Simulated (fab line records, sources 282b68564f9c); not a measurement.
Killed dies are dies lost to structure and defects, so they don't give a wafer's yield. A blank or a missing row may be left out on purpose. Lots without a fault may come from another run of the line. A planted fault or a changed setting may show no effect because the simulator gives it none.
Which tool did it? | flow rit_cmos | 6 lots, 18 wafers sampled, at 2 steps of a route of 202

WHAT THE GAUGES READ, wafer by wafer
RIT_SPACER_THK_MEAS_04.
lot  | measured    | on            | SPACER_NITRIDE_THK (nm)
L227 | day 3 13:07 | film_metro-03 | 249.4 249.7 250.8
L229 | day 3 21:31 | film_metro-03 | 246.5 245.4 250.7
L233 | day 4 11:28 | film_metro-03 | 245.2 245.7 247.0
L236 | day 5 12:53 | film_metro-02 | 250.8 248.4 249.3
L240 | day 6 09:16 | film_metro-03 | 246.0 245.1 242.8
L243 | day 7 02:49 | film_metro-02 | 247.1 247.7 250.2

WHICH TOOL RAN EACH LOT (tool, then ch and the chambers of the sampled wafers, then the start)
lot  | RIT_SPACER_CVD_03
L227 | lpcvd-02 ch 0, day 3 11:12
L229 | lpcvd-01 ch 1, day 3 19:35
L233 | lpcvd-02 ch 0, day 4 09:31
L236 | lpcvd-01 ch 1, day 5 10:56
L240 | lpcvd-01 ch 0, day 6 07:21
L243 | lpcvd-01 ch 0, day 7 00:53
- RIT_SPACER_CVD_03: deposits Si3N4 from SiH2Cl2/NH3, target thk 250 nm, time 3300 s.

THE ANSWER, worked out from the rows above alone
Rule: what is usual is taken from the lots themselves. Put in order of their means at a reading, lots are off if they are a third of the lots or fewer, leave a main group of 4 or more, and stand apart from it by a gap of 3 or more times the standard deviation of the main group's means; of several such gaps the widest counts. A main group whose means are all the same, to the digits that the tables above print for the reading, isn't used. A lot without any number at a reading at which 4 lots or more have one is off too. The other lots that the step has rows for count as sound.
No lot is off at any reading shown: from this, nothing can be told.

WHAT THE SIMULATOR HAD PUT IN
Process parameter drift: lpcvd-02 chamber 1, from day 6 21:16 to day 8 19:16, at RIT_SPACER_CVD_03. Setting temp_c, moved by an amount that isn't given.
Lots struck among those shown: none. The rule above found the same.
